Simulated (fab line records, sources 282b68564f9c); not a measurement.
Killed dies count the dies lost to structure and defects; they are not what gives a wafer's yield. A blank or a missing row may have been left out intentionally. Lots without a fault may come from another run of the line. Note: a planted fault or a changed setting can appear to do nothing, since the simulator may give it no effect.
fab line records ; flow rit-cmos
record lots=6; wafers=18; last-day=7
route steps=202 shown NLDD@111 PLDD@114 SPACER@125 NSD@131 PSD@142 M1@202
lots that met no fault: from a run of the same line without faults
start-h: hours from the record's first day to the start of the lot's first wafer shown ; wait-h: how many hours have passed since the lot's step before this one ; " the same as in the row above ; L1.1+2: several wafers, shown together as one row ; - no value present, or no start provided ; * or withheld: withheld ; < > ~ a bound
route shown NAME@n: a module of which the file shows steps, and the number in the route of the first ; usual: mean and standard deviation over wafers with no fault ; same: alike in all rows ; chamber/n: place in a boat ; sites: readings site by site ; _std_site: their standard deviation ; _edge_site: outer sites' mean less inner sites' ; radius-mm: how far each site lies from the wafer's centre ; mask NAME#n: copy n ; behind: tool/chamber where the wafer was last shaped ; hold: the reason the lot was held/the length of the hold in hours/how it ended ; device: the transistor (n, p or np) that didn't switch ; end of line: tests run on the same wafers once the route is complete ; where a step has no rows: the recipe by itself ; killed: not the wafer's yield, but the dies lost to structure and defects at the first sort ; map: shows each die of a wafer: x if killed, . if not, _ if none is there
set.NAME: setting as actually run; set.NAME@STEP: the setting as run at that earlier step ; model.NAME: the simulator's own value behind a step, which no gauge read
lots seen at some steps along the route; tables by step, rows by wafer
services: when a tool's chamber went out of use (start-h, in hours from the record's first day, below 0 if earlier), for how many hours, and the reason
## steps
# step RIT_NLDD_IMPLANT_08
# recipe species=P; energy-kev=20; dose-cm2=5e+14; tilt-deg=7
# step RIT_NLDD_STRIP_09
# recipe chemistry=O2; time-s=180; resist=NOVOLAK; platen-temp-c=withheld; power-w=500; pressure-mtorr=4000; o2-flow-sccm=4000
# usual chamber-pressure-mTorr=4000/3.8; drypump-motor-current-A=5.73/0.3
lot.wafer;tool;chamber;start-h;wait-h;chamber-pressure-mTorr;drypump-motor-current-A;rf-hours-counter-h
L792.1;plasma-asher-04;0;46.32;0.1;4002;5.43;39
L792.2;plasma-asher-04;1;46.32;0.1;4001;5.64;39
L792.5;plasma-asher-04;1;46.32;0.1;3999;5.65;-
L793.1;plasma-asher-04;0;53.58;0.1;3996;5.42;39
L793.3;plasma-asher-04;1;53.58;0.1;3997;5.64;-
L793.5;plasma-asher-04;1;53.58;0.1;3998;5.64;-
L795.2;plasma-asher-02;1;60.33;0.1;3997;5.91;42
L795.4;plasma-asher-02;1;60.33;0.1;4006;5.93;-
L795.5;plasma-asher-02;1;60.33;0.1;4001;5.90;-
L797.3;plasma-asher-04;0;76.67;0.1;3995;5.43;-
L797.5;plasma-asher-04;0;76.67;0.1;4007;5.42;-
L797.6;plasma-asher-04;1;76.67;0.1;3994;5.64;-
L813.2;plasma-asher-02;1;159.15;0.1;4000;5.90;53
L813.4;plasma-asher-02;1;159.15;0.1;3999;5.91;-
L813.6;plasma-asher-02;1;159.15;0.1;3999;5.90;-
L814.3;plasma-asher-04;0;163.08;0.1;3998;5.43;-
L814.5;plasma-asher-04;1;163.08;0.1;4000;5.62;-
L814.6;plasma-asher-04;0;163.08;0.1;4000;5.41;-
# step RIT_NLDD_TW_MEAS_10
# usual NLDD_TW=2494/24
lot.wafer;tool;chamber;start-h;wait-h;NLDD_TW
L792.1;film-metro-01;-;46.49;0.1;2501
L792.2;film-metro-01;-;46.49;0.1;2502
L792.5;film-metro-01;-;46.49;0.1;2490
L793.1;film-metro-03;-;53.75;0.1;2468
L793.3;film-metro-03;-;53.75;0.1;2458
L793.5;film-metro-03;-;53.75;0.1;2466
L795.2;film-metro-02;-;60.52;0.1;2478
L795.4;film-metro-02;-;60.52;0.1;2482
L795.5;film-metro-02;-;60.52;0.1;2479
L797.3;film-metro-03;-;76.80;0.1;2463
L797.5;film-metro-03;-;76.80;0.1;2463
L797.6;film-metro-03;-;76.80;0.1;2455
L813.2;film-metro-02;-;159.34;0.1;2484
L813.4;film-metro-02;-;159.34;0.1;2474
L813.6;film-metro-02;-;159.34;0.1;2490
L814.3;film-metro-01;-;163.21;0.1;2516
L814.5;film-metro-01;-;163.21;0.1;2507
L814.6;film-metro-01;-;163.21;0.1;2519
# step RIT_PLDD_HMDS_00
# recipe prime-time-s=60; prime-temp-c=140
# step RIT_PLDD_COAT_01
# recipe resist=NOVOLAK; spin-rpm=3250; resist-thk-nm=1000
# step RIT_PLDD_SOFTBAKE_02
# recipe resist=NOVOLAK; temp-c=90; time-s=60
# step RIT_PLDD_EXPOSE_03
# recipe mask-id=M8; na=0.57; target-cd-nm=40900; dose-mj=250
# step RIT_PLDD_PEB_04
# recipe resist=NOVOLAK; temp-c=withheld; time-s=withheld
# step RIT_PLDD_DEVELOP_05
# recipe resist=NOVOLAK; develop-time-s=50; dev-temp-c=23
# step RIT_PLDD_OVL_MEAS_06
# usual PLDD_OVL=-0.5/1.4
lot.wafer;tool;chamber;start-h;wait-h;PLDD_OVL[nm]
L792.1;overlay-01;-;47.53;-;-2.3
L792.2;overlay-01;-;47.53;-;-1.6
L792.5;overlay-01;-;47.53;-;-1.3
L793.1;overlay-01;-;54.66;-;-0.5
L793.3;overlay-01;-;54.66;-;-1.4
L793.5;overlay-01;-;54.66;-;-0.8
L795.2;overlay-01;-;61.42;-;1.0
L795.4;overlay-01;-;61.42;-;0.4
L795.5;overlay-01;-;61.42;-;0.5
L797.3;overlay-01;-;80.27;-;-0.3
L797.5;overlay-01;-;80.27;-;-1.6
L797.6;overlay-01;-;80.27;-;0.6
L813.2;overlay-01;-;160.37;-;-0.8
L813.4;overlay-01;-;160.37;-;-1.4
L813.6;overlay-01;-;160.37;-;-2.8
L814.3;overlay-01;-;164.11;-;-0.7
L814.5;overlay-01;-;164.11;-;-0.5
L814.6;overlay-01;-;164.11;-;-1.0
# step RIT_PLDD_HARDBAKE_07
# recipe resist=NOVOLAK; temp-c=140; time-s=60
# step RIT_PLDD_IMPLANT_08
# recipe species=BF2; energy-kev=20; dose-cm2=9e+14; tilt-deg=7
# step RIT_PLDD_STRIP_09
# recipe chemistry=O2; time-s=180; resist=NOVOLAK; platen-temp-c=withheld; power-w=500; pressure-mtorr=4000; o2-flow-sccm=4000
# usual chamber-pressure-mTorr=4000/3.2; drypump-motor-current-A=5.65/0.29
lot.wafer;tool;chamber;start-h;wait-h;chamber-pressure-mTorr;drypump-motor-current-A;rf-hours-counter-h
L792.1;plasma-asher-03;0;47.86;0.1;3999;6.00;26
L792.2;plasma-asher-03;1;47.86;0.1;4002;5.32;26
L792.5;plasma-asher-03;1;47.86;0.1;4002;5.32;-
L793.1;plasma-asher-03;0;55.00;0.1;3998;6.01;27
L793.3;plasma-asher-03;0;55.00;0.1;3998;5.99;-
L793.5;plasma-asher-03;1;55.00;0.1;4002;5.32;-
L795.2;plasma-asher-03;0;61.75;0.1;3996;6.00;28
L795.4;plasma-asher-03;1;61.75;0.1;4002;5.31;-
L795.5;plasma-asher-03;0;61.75;0.1;3997;5.99;-
L797.3;plasma-asher-03;0;80.65;0.1;3996;6.01;-
L797.5;plasma-asher-03;0;80.65;0.1;4002;5.99;-
L797.6;plasma-asher-03;1;80.65;0.1;4002;5.32;-
L813.2;plasma-asher-04;0;160.70;0.1;3998;5.45;50
L813.4;plasma-asher-04;1;160.70;0.1;4001;5.62;-
L813.6;plasma-asher-04;0;160.70;0.1;4003;5.41;-
L814.3;plasma-asher-03;1;164.50;0.1;4001;5.32;-
L814.5;plasma-asher-03;0;164.50;0.1;3999;5.99;-
L814.6;plasma-asher-03;1;164.50;0.1;3998;5.32;-
# step RIT_PLDD_TW_MEAS_10
# usual PLDD_TW=2348/21
lot.wafer;tool;chamber;start-h;wait-h;PLDD_TW
L792.1;film-metro-02;-;48.04;0.1;2344
L792.2;film-metro-02;-;48.04;0.1;2327
L792.5;film-metro-02;-;48.04;0.1;2324
L793.1;film-metro-01;-;55.17;0.1;2365
L793.3;film-metro-01;-;55.17;0.1;2353
L793.5;film-metro-01;-;55.17;0.1;2359
L795.2;film-metro-02;-;61.94;0.1;2335
L795.4;film-metro-02;-;61.94;0.1;2334
L795.5;film-metro-02;-;61.94;0.1;2316
L797.3;film-metro-01;-;80.79;0.1;2376
L797.5;film-metro-01;-;80.79;0.1;2377
L797.6;film-metro-01;-;80.79;0.1;2374
L813.2;film-metro-01;-;160.88;0.1;2378
L813.4;film-metro-01;-;160.88;0.1;2366
L813.6;film-metro-01;-;160.88;0.1;2372
L814.3;film-metro-02;-;164.63;0.1;2340
L814.5;film-metro-02;-;164.63;0.1;2338
L814.6;film-metro-02;-;164.63;0.1;2335
# step RIT_SPACER_CLEAN_00
# recipe chemistry=SC1; mix=3:3:50; time-s=600; temp-c=75
# step RIT_SPACER_CLEAN_01
# recipe chemistry=dHF; dilution=50:1; time-s=30
# step RIT_SPACER_CLEAN_02
# recipe chemistry=SC2; mix=3:3:50; time-s=600; temp-c=75; dry=n2-spin
# step RIT_SPACER_CVD_03
# recipe material=Si3N4; target-thk-nm=250; temp-c=810; precursor=SiH2Cl2/NH3; time-s=3300; pressure-mtorr=300; sih2cl2-flow-sccm=60; nh3-flow-sccm=150
# step RIT_SPACER_THK_MEAS_04
# recipe reads=Si3N4_of_SPACER_CVD_03
# usual SPACER_NITRIDE_THK=250.5/2.5
lot.wafer;tool;chamber;start-h;wait-h;SPACER_NITRIDE_THK[nm]
L792.1;film-metro-04;-;50.51;0.0;253.7
L792.2;film-metro-04;-;50.51;0.0;252.8
L792.5;film-metro-04;-;50.51;0.0;255.0
L793.1;film-metro-01;-;57.53;0.0;248.4
L793.3;film-metro-01;-;57.53;0.0;250.5
L793.5;film-metro-01;-;57.53;0.0;251.3
L795.2;film-metro-04;-;64.35;0.0;249.9
L795.4;film-metro-04;-;64.35;0.0;249.3
L795.5;film-metro-04;-;64.35;0.0;249.0
L797.3;film-metro-03;-;83.13;0.0;245.8
L797.5;film-metro-03;-;83.13;0.0;248.5
L797.6;film-metro-03;-;83.13;0.0;245.2
L813.2;film-metro-04;-;163.23;0.0;247.7
L813.4;film-metro-04;-;163.23;0.0;247.0
L813.6;film-metro-04;-;163.23;0.0;247.5
L814.3;film-metro-01;-;166.99;0.0;252.9
L814.5;film-metro-01;-;166.99;0.0;252.3
L814.6;film-metro-01;-;166.99;0.0;253.1
# step RIT_SPACER_ETCHBACK_05
# recipe target-depth-a=2500; SF6_flow_sccm=30; CHF3_flow_sccm=30; target=Si3N4; chemistry=SF6/CHF3; pressure-mtorr=40; rf-w=250; time-s=240; stop-on=SiO2
# usual chamber-pressure-mTorr=40.00/0.041; drypump-motor-current-A=6.0/0.49; oes-product-au=0.842/0.011; rf-fwd-power-W=249.2/0.76; throttle-valve-pct=10.31/0.17
lot.wafer;tool;chamber;start-h;wait-h;chamber-pressure-mTorr;drypump-motor-current-A;oes-product-au;rf-fwd-power-W;rf-hours-counter-h;throttle-valve-pct
L792.1;rie-diel-03;0;50.57;0.1;40.02;6.5;0.848;249.7;94;10.48
L792.2;rie-diel-03;2;50.57;0.1;40.01;5.4;0.845;250.3;2;10.62
L792.5;rie-diel-03;2;50.57;0.1;40.05;5.4;0.841;250.2;-;10.64
L793.1;rie-diel-01;0;57.59;0.1;40.04;5.4;0.835;248.9;0;10.10
L793.3;rie-diel-01;1;57.59;0.1;39.99;6.4;0.851;248.9;151;10.15
L793.5;rie-diel-01;0;57.59;0.1;40.00;5.4;0.836;248.8;-;10.12
L795.2;rie-diel-01;3;64.40;0.0;39.98;5.5;0.838;248.3;1;10.16
L795.4;rie-diel-01;2;64.40;0.0;40.03;5.7;0.854;248.2;-;10.13
L795.5;rie-diel-01;3;64.40;0.0;40.03;5.5;0.826;248.3;-;10.17
L797.3;rie-diel-01;3;83.17;0.0;39.98;5.4;0.815;248.9;2;10.14
L797.5;rie-diel-01;3;83.17;0.0;40.02;5.4;0.824;249.1;-;10.16
L797.6;rie-diel-01;2;83.17;0.0;40.10;5.7;0.838;249.9;-;10.14
L813.2;rie-diel-04;0;163.28;0.0;40.06;5.8;0.851;249.0;1;10.35
L813.4;rie-diel-04;3;163.28;0.0;39.99;5.5;0.821;248.3;61;10.19
L813.6;rie-diel-04;1;163.28;0.0;40.00;6.7;0.823;248.6;-;10.31
L814.3;rie-diel-03;3;167.03;0.0;39.95;6.5;0.852;249.7;112;10.37
L814.5;rie-diel-03;0;167.03;0.0;40.04;6.5;0.849;250.0;-;10.47
L814.6;rie-diel-03;1;167.03;0.0;40.04;6.2;0.848;250.2;-;10.33
# step RIT_NSD_HMDS_00
# recipe prime-time-s=60; prime-temp-c=140
# step RIT_NSD_COAT_01
# recipe resist=NOVOLAK; spin-rpm=3250; resist-thk-nm=1000
# step RIT_NSD_SOFTBAKE_02
# recipe resist=NOVOLAK; temp-c=90; time-s=60
# step RIT_NSD_EXPOSE_03
# recipe mask-id=M9; na=0.57; target-cd-nm=40700; dose-mj=250
# step RIT_NSD_PEB_04
# recipe resist=NOVOLAK; temp-c=withheld; time-s=withheld
# step RIT_NSD_DEVELOP_05
# recipe resist=NOVOLAK; develop-time-s=50; dev-temp-c=23
# step RIT_NSD_OVL_MEAS_06
# usual NSD_OVL=-0.5/1.5
lot.wafer;tool;chamber;start-h;wait-h;NSD_OVL[nm]
L792.1;overlay-01;-;51.70;-;1.1
L792.2;overlay-01;-;51.70;-;1.1
L792.5;overlay-01;-;51.70;-;0.2
L793.1;overlay-02;-;58.78;-;-1.2
L793.3;overlay-02;-;58.78;-;-2.6
L793.5;overlay-02;-;58.78;-;-0.4
L795.2;overlay-01;-;65.53;-;-0.7
L795.4;overlay-01;-;65.53;-;1.6
L795.5;overlay-01;-;65.53;-;1.7
L797.3;overlay-01;-;84.41;-;-0.6
L797.5;overlay-01;-;84.41;-;0.5
L797.6;overlay-01;-;84.41;-;-0.1
L813.2;overlay-01;-;164.28;-;0.4
L813.4;overlay-01;-;164.28;-;-0.5
L813.6;overlay-01;-;164.28;-;-0.4
L814.3;overlay-01;-;168.05;-;0.3
L814.5;overlay-01;-;168.05;-;0.8
L814.6;overlay-01;-;168.05;-;-0.3
# step RIT_NSD_HARDBAKE_07
# recipe resist=NOVOLAK; temp-c=140; time-s=60
# step RIT_NSD_IMPLANT_08
# recipe species=P; energy-kev=25; dose-cm2=1e+15; tilt-deg=7
# step RIT_NSD_STRIP_09
# recipe chemistry=O2; time-s=180; resist=NOVOLAK; platen-temp-c=withheld; power-w=500; pressure-mtorr=4000; o2-flow-sccm=4000
# usual chamber-pressure-mTorr=4000/4; drypump-motor-current-A=5.80/0.26
lot.wafer;tool;chamber;start-h;wait-h;chamber-pressure-mTorr;drypump-motor-current-A;rf-hours-counter-h
L792.1;plasma-asher-04;0;52.03;0.1;4002;5.42;39
L792.2;plasma-asher-04;1;52.03;0.1;3998;5.64;39
L792.5;plasma-asher-04;0;52.03;0.1;4003;5.44;-
L793.1;plasma-asher-04;0;59.11;0.1;3995;5.42;40
L793.3;plasma-asher-04;0;59.11;0.1;3994;5.44;-
L793.5;plasma-asher-04;0;59.11;0.1;3999;5.42;-
L795.2;plasma-asher-02;1;65.86;0.1;4001;5.90;43
L795.4;plasma-asher-02;0;65.86;0.1;4002;6.16;-
L795.5;plasma-asher-02;0;65.86;0.1;4003;6.18;-
L797.3;plasma-asher-04;0;84.81;0.1;3998;5.42;-
L797.5;plasma-asher-04;1;84.81;0.1;4006;5.64;-
L797.6;plasma-asher-04;0;84.81;0.1;3997;5.42;-
L813.2;plasma-asher-02;1;164.61;0.1;4004;5.89;53
L813.4;plasma-asher-02;0;164.61;0.1;3999;6.17;-
L813.6;plasma-asher-02;0;164.61;0.1;3998;6.15;-
L814.3;plasma-asher-04;0;168.43;0.1;4006;5.41;-
L814.5;plasma-asher-04;0;168.43;0.1;3996;5.40;-
L814.6;plasma-asher-04;1;168.43;0.1;4011;5.60;-
# step RIT_NSD_TW_MEAS_10
# usual NSD_TW=3109/31
lot.wafer;tool;chamber;start-h;wait-h;NSD_TW
L792.1;film-metro-02;-;52.21;0.1;3096
L792.2;film-metro-02;-;52.21;0.1;3094
L792.5;film-metro-02;-;52.21;0.1;3098
L793.1;film-metro-01;-;59.29;0.1;3164
L793.3;film-metro-01;-;59.29;0.1;3148
L793.5;film-metro-01;-;59.29;0.1;3143
L795.2;film-metro-02;-;66.04;0.1;3090
L795.4;film-metro-02;-;66.04;0.1;3110
L795.5;film-metro-02;-;66.04;0.1;3070
L797.3;film-metro-01;-;84.95;0.1;3169
L797.5;film-metro-01;-;84.95;0.1;3126
L797.6;film-metro-01;-;84.95;0.1;3150
L813.2;film-metro-02;-;164.83;0.2;3108
L813.4;film-metro-02;-;164.83;0.2;3093
L813.6;film-metro-02;-;164.83;0.2;3103
L814.3;film-metro-01;-;168.56;0.1;3185
L814.5;film-metro-01;-;168.56;0.1;3175
L814.6;film-metro-01;-;168.56;0.1;3181
# step RIT_PSD_HMDS_00
# recipe prime-time-s=60; prime-temp-c=140
# step RIT_PSD_COAT_01
# recipe resist=NOVOLAK; spin-rpm=3250; resist-thk-nm=1000
# step RIT_PSD_SOFTBAKE_02
# recipe resist=NOVOLAK; temp-c=90; time-s=60
# step RIT_PSD_EXPOSE_03
# recipe mask-id=M10; na=0.57; target-cd-nm=40900; dose-mj=250
# step RIT_PSD_PEB_04
# recipe resist=NOVOLAK; temp-c=withheld; time-s=withheld
# step RIT_PSD_DEVELOP_05
# recipe resist=NOVOLAK; develop-time-s=50; dev-temp-c=23
# step RIT_PSD_OVL_MEAS_06
# usual PSD_OVL=-0.6/1.2
lot.wafer;tool;chamber;start-h;wait-h;PSD_OVL[nm]
L792.1;overlay-01;-;53.36;-;-1.3
L792.2;overlay-01;-;53.36;-;1.6
L792.5;overlay-01;-;53.36;-;-1.4
L793.1;overlay-01;-;60.33;-;-0.2
L793.3;overlay-01;-;60.33;-;0.1
L793.5;overlay-01;-;60.33;-;-1.6
L795.2;overlay-02;-;67.08;-;0.7
L795.4;overlay-02;-;67.08;-;-0.5
L795.5;overlay-02;-;67.08;-;-0.4
L797.3;overlay-02;-;86.20;-;0.2
L797.5;overlay-02;-;86.20;-;0.5
L797.6;overlay-02;-;86.20;-;-0.7
L813.2;overlay-01;-;165.74;-;-1.5
L813.4;overlay-01;-;165.74;-;-0.6
L813.6;overlay-01;-;165.74;-;-0.1
L814.3;overlay-02;-;169.69;-;-1.2
L814.5;overlay-02;-;169.69;-;-2.3
L814.6;overlay-02;-;169.69;-;-0.9
# step RIT_PSD_HARDBAKE_07
# recipe resist=NOVOLAK; temp-c=140; time-s=60
# step RIT_PSD_IMPLANT_08
# recipe species=BF2; energy-kev=27; dose-cm2=5e+15; tilt-deg=7
# step RIT_PSD_STRIP_09
# recipe chemistry=O2; time-s=180; resist=NOVOLAK; platen-temp-c=withheld; power-w=500; pressure-mtorr=4000; o2-flow-sccm=4000
# usual chamber-pressure-mTorr=4000/4.4; drypump-motor-current-A=5.87/0.27
lot.wafer;tool;chamber;start-h;wait-h;chamber-pressure-mTorr;drypump-motor-current-A;rf-hours-counter-h
L792.1;plasma-asher-02;0;53.69;0.1;4001;6.12;41
L792.2;plasma-asher-02;1;53.69;0.1;3998;5.90;41
L792.5;plasma-asher-02;1;53.69;0.1;4003;5.90;-
L793.1;plasma-asher-01;0;60.67;0.1;4002;6.04;40
L793.3;plasma-asher-01;0;60.67;0.1;3994;6.03;-
L793.5;plasma-asher-01;1;60.67;0.1;3998;5.54;-
L795.2;plasma-asher-02;0;67.41;0.1;4005;6.20;43
L795.4;plasma-asher-02;1;67.41;0.1;3999;5.90;-
L795.5;plasma-asher-02;0;67.41;0.1;4000;6.18;-
L797.3;plasma-asher-02;0;86.68;0.2;4002;6.12;-
L797.5;plasma-asher-02;1;86.68;0.2;3994;5.90;-
L797.6;plasma-asher-02;0;86.68;0.2;4011;6.11;-
L813.2;plasma-asher-01;0;166.07;0.1;4003;6.00;5
L813.4;plasma-asher-01;0;166.07;0.1;4001;6.00;-
L813.6;plasma-asher-01;0;166.07;0.1;3999;5.99;-
L814.3;plasma-asher-03;1;170.08;0.1;4002;5.33;-
L814.5;plasma-asher-03;1;170.08;0.1;3999;5.34;-
L814.6;plasma-asher-03;0;170.08;0.1;4004;6.01;-
# step RIT_PSD_TW_MEAS_10
# usual PSD_TW=3413/33
lot.wafer;tool;chamber;start-h;wait-h;PSD_TW
L792.1;film-metro-02;-;53.87;0.1;3403
L792.2;film-metro-02;-;53.87;0.1;3402
L792.5;film-metro-02;-;53.87;0.1;3403
L793.1;film-metro-01;-;60.84;0.1;3419
L793.3;film-metro-01;-;60.84;0.1;3442
L793.5;film-metro-01;-;60.84;0.1;3455
L795.2;film-metro-03;-;67.59;0.1;3376
L795.4;film-metro-03;-;67.59;0.1;3401
L795.5;film-metro-03;-;67.59;0.1;3376
L797.3;film-metro-01;-;86.81;0.1;3454
L797.5;film-metro-01;-;86.81;0.1;3460
L797.6;film-metro-01;-;86.81;0.1;3451
L813.2;film-metro-01;-;166.25;0.1;3460
L813.4;film-metro-01;-;166.25;0.1;3460
L813.6;film-metro-01;-;166.25;0.1;3477
L814.3;film-metro-02;-;170.21;0.1;3418
L814.5;film-metro-02;-;170.21;0.1;3415
L814.6;film-metro-02;-;170.21;0.1;3420
# step RIT_M1_PROBE_99
# usual killed-at-contacts=0.1/0.32; killed-at-front-end=6/3.1; killed-dies=7/3.2; killed-on-rim=1.7/1.4; killed-open=3.1/1.9; killed-short=3.5/2.2
# same gross-dies=264; killed_at_M0_to_M3=0; killed_at_M4_up=0; killed-at-back-side=0; killed-at-other=0
lot.wafer;tool;chamber;start-h;wait-h;killed-at-contacts;killed-at-front-end;killed-dies;killed-on-rim;killed-open;killed-short
L792.1;prober-01;-;61.62;0.1;1;5;6;1;4;2
L792.2;prober-01;-;61.67;0.1;0;13;13;5;8;5
L792.5;prober-01;-;61.82;0.2;0;4;4;0;2;2
L793.1;prober-02;-;69.25;0.1;0;10;10;3;4;6
L793.3;prober-02;-;69.35;0.2;0;6;6;3;3;3
L793.5;prober-02;-;69.45;0.2;0;5;5;2;3;2
L795.2;prober-01;-;76.02;0.1;0;2;2;0;1;1
L795.4;prober-01;-;76.12;0.2;0;24;24;10;0;4
L795.5;prober-01;-;76.17;0.2;0;8;8;3;4;4
L797.3;prober-01;-;94.66;0.2;0;12;12;2;2;10
L797.5;prober-01;-;94.76;0.2;1;5;6;3;2;4
L797.6;prober-01;-;94.81;0.2;0;26;26;13;2;5
L813.2;prober-02;-;174.33;0.1;0;12;12;5;6;6
L813.4;prober-02;-;174.43;0.2;0;4;4;2;2;2
L813.6;prober-02;-;174.53;0.2;0;5;5;1;3;2
L814.3;prober-01;-;178.43;0.2;0;0;0;0;0;0
L814.5;prober-01;-;178.53;0.2;0;6;6;1;0;6
L814.6;prober-01;-;178.58;0.2;0;4;4;0;3;1
# killed by level:class
L792.1 FOX1:geometric-particle:open=1 GATE:geometric-particle:open=1 REOX:geometric-particle:short=1 SPACER:geometric-particle:open=1 SILICIDE:geometric-particle:open=1 CONTACT:geometric-particle:short=1
L792.2 GATE:geometric-particle:open=6 GATE:geometric-particle:short=3 FOX1:geometric-particle:open=2 FOX1:geometric-particle:short=1 REOX:geometric-particle:short=1
L792.5 FOX1:geometric-particle:short=2 GATE:geometric-particle:open=1 REOX:geometric-particle:open=1
L793.1 FOX1:geometric-particle:short=2 REOX:geometric-particle:short=2 FOX2:geometric-particle:open=1 GATE:geometric-particle:short=1 GATE:geometric-particle:open=1 SPACER:geometric-particle:open=1 SILICIDE:geometric-particle:short=1 SILICIDE:geometric-particle:open=1
L793.3 FOX1:geometric-particle:open=2 SPACER:geometric-particle:short=2 FOX2:geometric-particle:open=1 FOX2:geometric-particle:short=1
L793.5 ACTIVE:geometric-particle:open=1 FOX2:geometric-particle:short=1 GATE:geometric-particle:open=1 SPACER:geometric-particle:short=1 SPACER:geometric-particle:open=1
L795.2 GATE:geometric-particle:short=1 SILICIDE:geometric-particle:open=1
L795.4 PLDD:unspecified=20 SPACER:geometric-particle:short=2 GATE:geometric-particle:short=1 SILICIDE:geometric-particle:short=1
L795.5 GATE:geometric-particle:open=3 GATE:geometric-particle:short=2 SPACER:geometric-particle:short=2 SPACER:geometric-particle:open=1
L797.3 REOX:geometric-particle:short=6 SPACER:geometric-particle:short=2 FOX2:geometric-particle:short=1 GATE:geometric-particle:short=1 GATE:geometric-particle:open=1 REOX:geometric-particle:open=1
L797.5 SILICIDE:geometric-particle:short=2 GATE:geometric-particle:open=1 GATE:geometric-particle:short=1 SPACER:geometric-particle:open=1 CONTACT:geometric-particle:short=1
L797.6 PLDD:unspecified=19 GATE:geometric-particle:short=2 REOX:geometric-particle:short=2 FOX2:geometric-particle:short=1 GATE:geometric-particle:open=1 REOX:geometric-particle:open=1
L813.2 REOX:geometric-particle:open=4 GATE:geometric-particle:open=2 GATE:geometric-particle:short=2 REOX:geometric-particle:short=2 FOX2:geometric-particle:short=1 SPACER:geometric-particle:short=1
L813.4 GATE:geometric-particle:short=2 GATE:geometric-particle:open=1 SILICIDE:geometric-particle:open=1
L813.6 SPACER:geometric-particle:open=2 GATE:geometric-particle:short=1 REOX:geometric-particle:open=1 SPACER:geometric-particle:short=1
L814.5 FOX1:geometric-particle:short=2 GATE:geometric-particle:short=2 REOX:geometric-particle:short=1 SPACER:geometric-particle:short=1
L814.6 GATE:geometric-particle:open=1 GATE:geometric-particle:short=1 REOX:geometric-particle:open=1 SILICIDE:geometric-particle:open=1
# map L795.4 (x killed, . not)
________......._______
_____.............____
____...............___
___.................__
__.................x._
__..................._
_......x..............
_.....................
_.........x.....x.....
_.....................
__..................._
__..............x...._
___..........xxxxx..__
____.......x..xxxxx___
_____........xxxxx____
________....xxx_______
# map L797.6 (x killed, . not)
________..x...._______
_____.............____
____.......x.......___
___....x...........x__
__..................._
__........x.........._
_.....................
_.....................
_.....................
_.....................
__..................._
__..................._
___..........xxxxxxx__
____......x..x.xxxx___
_____...x....xxxxx____
________.....xx_______
## services
tool;chamber;start-h;hours;kind
plasma-asher-01;-;43.43;1.2;repair
rie-diel-04;3;46.71;8.7;repair
plasma-asher-04;-;49.04;2.8;pm
rie-diel-01;0;58.46;7.9;repair
rie-diel-01;0;80.34;5.4;repair
plasma-asher-04;-;85.90;2.0;repair
plasma-asher-04;-;89.52;2.1;repair
rie-diel-03;3;101.35;5.6;repair
rie-diel-03;0;104.54;33.8;repair
rie-diel-01;0;108.62;3.2;repair
plasma-asher-01;-;108.75;9.0;pm
plasma-asher-01;0;108.75;9.0;vent-cycle
rie-diel-01;2;111.84;-;clean
rie-diel-01;2;111.84;20.7;scheduled-down
rie-diel-01;2;111.84;20.7;vent-cycle
rie-diel-03;1;125.62;6.0;repair
rie-diel-03;-;131.92;1.6;repair
rie-diel-01;1;132.56;-;clean
rie-diel-01;1;132.56;20.4;scheduled-down
rie-diel-01;1;132.56;20.4;vent-cycle
rie-diel-01;-;134.00;0.2;repair
rie-diel-03;1;135.44;12.9;repair
rie-diel-01;2;136.38;7.9;repair
rie-diel-03;-;142.66;0.8;repair
## key
first-sign step=RIT_M1_PROBE_99; reading=killed-at-front-end; direction=up; sigmas=5.9; usual=6; struck=25
effect step=RIT_M1_PROBE_99; reading=killed-dies; direction=up; sigmas=5.8; usual=7; struck=25
met-at RIT_PLDD_STRIP_09
struck-wafers L795.4,L797.6
tester-left-out L795,L797
onset-between 55.00 61.75
fault kind=chamber-particle-source; tool=plasma-asher-03; chamber=1; onset-h=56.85; steps=RIT_PLDD_STRIP_09; rate-per-visit-cm2=0.53743; end-h=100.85
# tester-left-out: of these lots the tester's yield and bins aren't shown, on N5 and GAA mostly nor the transistor test; their killed dies are dies lost to structure and defects alone, not to doping, threshold or leakage, so they don't give the yield
